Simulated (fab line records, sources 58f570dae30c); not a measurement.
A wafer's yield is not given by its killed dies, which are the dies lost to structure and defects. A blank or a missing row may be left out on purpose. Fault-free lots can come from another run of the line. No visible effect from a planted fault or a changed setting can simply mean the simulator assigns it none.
Which tool is to blame? -- flow berkeley cmos170 -- 13 lots with 39 wafers sampled at 5 steps, on a route of 331 steps

## WHAT THE GAUGES READ, wafer by wafer
UCB170_NWELL_TW_MEAS_16.
lot,measured,on,NWELL_TW
L151,day 2 16:13,film metro-03,1229 1231 1227
L154,day 3 05:32,film metro-04,1265 1268 1257
L152,day 3 05:32,film metro-01,1237 1242 1243
L153,day 3 05:35,film metro-03,1233 1236 1236
L156,day 3 14:47,film metro-03,1233 1233 1239
L155,day 3 14:50,film metro-03,1233 1228 1232
L157,day 3 23:36,film metro-03,1227 1240 1233
L158,day 3 23:43,film metro-04,1268 1270 1272
L159,day 4 07:19,film metro-03,1232 1237 1241
L160,day 4 13:23,film metro-04,1255 1252 1252
L161,day 4 13:37,film metro-01,1244 1252 1242
L163,day 4 21:23,film metro-03,1229 1238 1235
L162,day 4 21:51,film metro-01,1244 1246 1237

UCB170_PWELL_THK_MEAS_03.
lot,measured,on,PWELL_OXIDE_THK (nm)
L151,day 3 02:51,film metro-01,25.9 26.1 26.1
L154,day 3 15:38,film metro-04,26.4 26.2 25.6
L152,day 3 15:33,film metro-02,26.7 26.5 27.2
L153,day 3 15:37,film metro-02,26.5 26.1 25.9
L156,day 4 03:09,film metro-04,25.8 26.0 26.0
L155,day 4 03:09,film metro-01,26.6 26.5 26.3
L157,day 4 08:40,film metro-04,25.8 26.1 25.9
L158,day 4 08:41,film metro-01,27.2 27.1 27.0
L159,day 4 17:03,film metro-01,25.6 26.0 26.1
L160,day 5 00:22,film metro-01,26.1 26.5 26.6
L161,day 5 00:25,film metro-01,26.7 27.0 26.7
L163,day 5 07:10,film metro-04,26.3 26.3 26.0
L162,day 5 07:12,film metro-02,27.3 27.2 27.3

UCB170_WELLDRIVE_THK_MEAS_02.
lot,measured,on,WELLDRIVE_OXIDE_THK (nm)
L151,day 4 01:48,film metro-02,197 197 197
L154,day 4 15:20,film metro-02,195 195 199
L152,day 4 15:20,film metro-01,202 205 203
L153,day 4 15:20,film metro-03,197 197 198
L156,day 5 01:35,film metro-01,200 199 197
L155,day 5 01:35,film metro-03,199 198 195
L157,day 5 07:53,film metro-02,198 196 195
L158,day 5 07:55,film metro-01,193 192 194
L159,day 5 16:50,film metro-02,195 195 194
L160,day 5 23:37,film metro-02,200 202 200
L161,day 5 23:36,film metro-01,197 198 199
L163,day 6 07:26,film metro-01,183 177 180
L162,day 6 07:28,film metro-03,180 177 179

## TOOL THAT RAN EACH LOT (tool first, then ch and the chambers of the sampled wafers, then the start)
lot,UCB170_PWELL_ETCH_14,UCB170_WELLDRIVE_OXIDATION_01
L151,"rie diel-03 ch 0,1,3, day 3 10:14","furnace-01 ch 0, day 3 22:17"
L154,"rie diel-01 ch 0,1,3, day 4 02:53","furnace-04 ch 0, day 4 11:50"
L152,"rie diel-04 ch 1,3, day 4 02:25","furnace-04 ch 0, day 4 11:50"
L153,"rie diel-03 ch 0,2,3, day 4 02:39","furnace-04 ch 0, day 4 11:50"
L156,"rie diel-04 ch 0,1,3, day 4 10:59","furnace-01 ch 0, day 4 22:04"
L155,"rie diel-04 ch 1,2, day 4 11:15","furnace-01 ch 0, day 4 22:04"
L157,"rie diel-03 ch 0,2,3, day 4 18:40","furnace-02 ch 0, day 5 04:23"
L158,"rie diel-03 ch 1,2, day 4 18:56","furnace-02 ch 0, day 5 04:23"
L159,"rie diel-04 ch 0,2, day 5 02:23","furnace-02 ch 0, day 5 13:19"
L160,"rie diel-03 ch 2,3, day 5 10:07","furnace-01 ch 0, day 5 20:06"
L161,"rie diel-01 ch 1,2,3, day 5 10:23","furnace-01 ch 0, day 5 20:06"
L163,"rie diel-03 ch 0,2,3, day 5 17:23","furnace-01 ch 0, day 6 03:56"
L162,"rie diel-04 ch 0,3, day 5 18:08","furnace-01 ch 0, day 6 03:56"
- UCB170_PWELL_ETCH_14: etches Si3N4 in CH3F/Ar/O2, stops on SiO2, target depth 242 nm, time 151 s.
- UCB170_WELLDRIVE_OXIDATION_01: target thk 199 nm, ox time 9000 s.

## AS READ BY THE TOOLS THEMSELVES (means over the sampled wafers that have a number; for cases with no such wafer, the mark the record gives instead)
UCB170_PWELL_ETCH_14.
lot,tool,drypump motor current A (A),oes product au (a.u.),throttle valve pct (%)
L151,rie diel-03,6.3,0.934,8.03
L154,rie diel-01,5.7,0.943,8.13
L152,rie diel-04,5.5,0.937,7.90
L153,rie diel-03,6.4,0.929,8.07
L156,rie diel-04,5.4,0.942,7.94
L155,rie diel-04,5.9,0.956,7.90
L157,rie diel-03,6.4,0.935,8.06
L158,rie diel-03,6.3,0.950,7.92
L159,rie diel-04,5.4,0.930,7.95
L160,rie diel-03,6.4,0.953,7.99
L161,rie diel-01,5.3,0.926,8.14
L163,rie diel-03,6.4,0.947,8.07
L162,rie diel-04,5.2,0.929,7.98

UCB170_WELLDRIVE_OXIDATION_01.
lot,tool,spike tc centre C (C),spike tc load C (C),spike tc source C (C),tube center temp C (C),tube_center_temp_C_max
L151,furnace-01,1102.6,1132,1130.5,1100,1102.8
L154,furnace-04,1102.8,1127,1126.6,1100,1103.3
L152,furnace-04,1102.1,1127,1126.1,1100,1102.7
L153,furnace-04,1103.8,1127,1127.2,1100,1103.4
L156,furnace-01,1102.0,1133,1130.2,1100,1102.7
L155,furnace-01,1101.2,1132,1130.2,1100,1103.0
L157,furnace-02,1103.0,1127,1127.6,1100,1102.7
L158,furnace-02,1102.3,1127,1127.4,1100,1102.9
L159,furnace-02,1101.6,1126,1127.2,1100,1102.9
L160,furnace-01,1102.6,1132,1130.2,1100,1103.1
L161,furnace-01,1101.7,1133,1131.2,1100,1103.0
L163,furnace-01,1081.7,1113,1110.7,1080,1082.8
L162,furnace-01,1080.9,1113,1111.1,1080,1082.7

## THE ANSWER, worked out from the rows above alone
Rule: usual is defined by the lots themselves. The widest of any qualifying gaps counts: lots, ordered by their means at a reading, are off when they make up no more than a third of the lots, leave a main group of 4 or more, and stand apart from it by 3 or more times the standard deviation of that group's means. The tables above print the reading to a certain number of digits; a main group whose means all agree to those digits is not used. Also off: a lot with no number at a reading for which 4 or more lots have one. Where the step has rows for the other lots, those lots are counted as sound. The gauges are gone through in route order, then the tools' own readings, and for those a lot's mean is taken as printed above. At the first step where some lot is off, the reading lying furthest off is the one used; lots without a number count as furthest.
Off: L163, L162, seen at UCB170_WELLDRIVE_THK_MEAS_02 (WELLDRIVE_OXIDE_THK). The main group has a mean of 198 nm with a standard deviation of 2.6.
If a tool, at a process step before that reading, ran all the lots that are off and no sound lot after the first of them, it fits. Not tried: the gauges at UCB170_WELLDRIVE_THK_MEAS_02; whatever is off there is also off at UCB170_WELLDRIVE_OXIDATION_01, on other tools, and gauge error can't account for it. One fits: UCB170_WELLDRIVE_OXIDATION_01 on furnace-01. A fault onset in the window from L160 (day 5 20:06, its last sound lot) to L162 (day 6 03:56, its first lot off) fits.
The tool's own readings at UCB170_WELLDRIVE_OXIDATION_01 bear it out: on the lots that are off they differ by more than 5 times the standard deviation of the sound lots' means. spike tc centre C reads 1081.3 C there against 1102.3 C on the sound lots; spike tc load C reads 1113 C there against 1129 C on the sound lots; spike tc source C reads 1110.9 C there against 1128.6 C on the sound lots; tube center temp C reads 1080 C there against 1100 C on the sound lots; tube_center_temp_C_max reads 1082.8 there against 1103.0 on the sound lots.

## WHAT HAD BEEN PUT IN BY THE SIMULATOR
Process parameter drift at UCB170_WELLDRIVE_OXIDATION_01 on furnace-01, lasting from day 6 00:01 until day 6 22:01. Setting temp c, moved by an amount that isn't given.
Struck lots among those shown: L163, L162. Same finding as the rule above.
